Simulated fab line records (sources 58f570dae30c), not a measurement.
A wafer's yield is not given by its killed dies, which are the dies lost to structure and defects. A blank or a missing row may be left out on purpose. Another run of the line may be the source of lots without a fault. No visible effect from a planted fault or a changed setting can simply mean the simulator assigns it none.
Chamber matching	flow berkeley cmos170	cmp-01 running UCB170_V1_CMP_02: 4 sister chambers
The step polishes SiO2. 4 wafers are shown with their chamber, then 8 later ones without.

WAFERS, EACH WITH ITS CHAMBER
wafer	chamber	motor current A (A)
L162.2	1	13.9
L163.1	3	16.8
L163.4	0	17.1
L175.1	2	14.7

WAFERS WITH NO CHAMBER GIVEN
wafer	motor current A (A)
L175.2	14.4
L175.5	14.5
L176.1	14.4
L176.2	14.6
L176.6	16.6
L181.1	16.0
L181.4	17.4
L181.5	15.5

EACH ONE'S CHAMBER
wafer	from the rows above	in truth
L175.2	can't be placed: 2 or 1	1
L175.5	can't be placed: 2 or 1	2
L176.1	can't be placed: 2 or 1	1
L176.2	can't be placed: 2 or 1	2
L176.6	can't be placed: 3 or 0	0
L181.1	can't be placed: 3 or 0 or 2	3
L181.4	can't be placed: 0 or 3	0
L181.5	can't be placed: 2 or 3 or 1 or 0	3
0 of 8 placed correctly. Can't be placed from these rows: 8 (the true chamber is among the candidates in 8). Wrongly placed: 0.
How it was worked out, from the rows above alone: a wafer's distance from a chamber is the root of the sum, over the readings, of the square of ((its reading less the chamber's mean) divided by the reading's scatter). If the next closest chamber is less than 2 further off than the closest, the wafer can't be placed; otherwise it belongs to the closest. For every chamber, the mean is computed from those of its wafers that are shown. The scatter: with one shown wafer a chamber, the root of the mean of the squares of how far each hidden wafer lies from its nearest shown one.
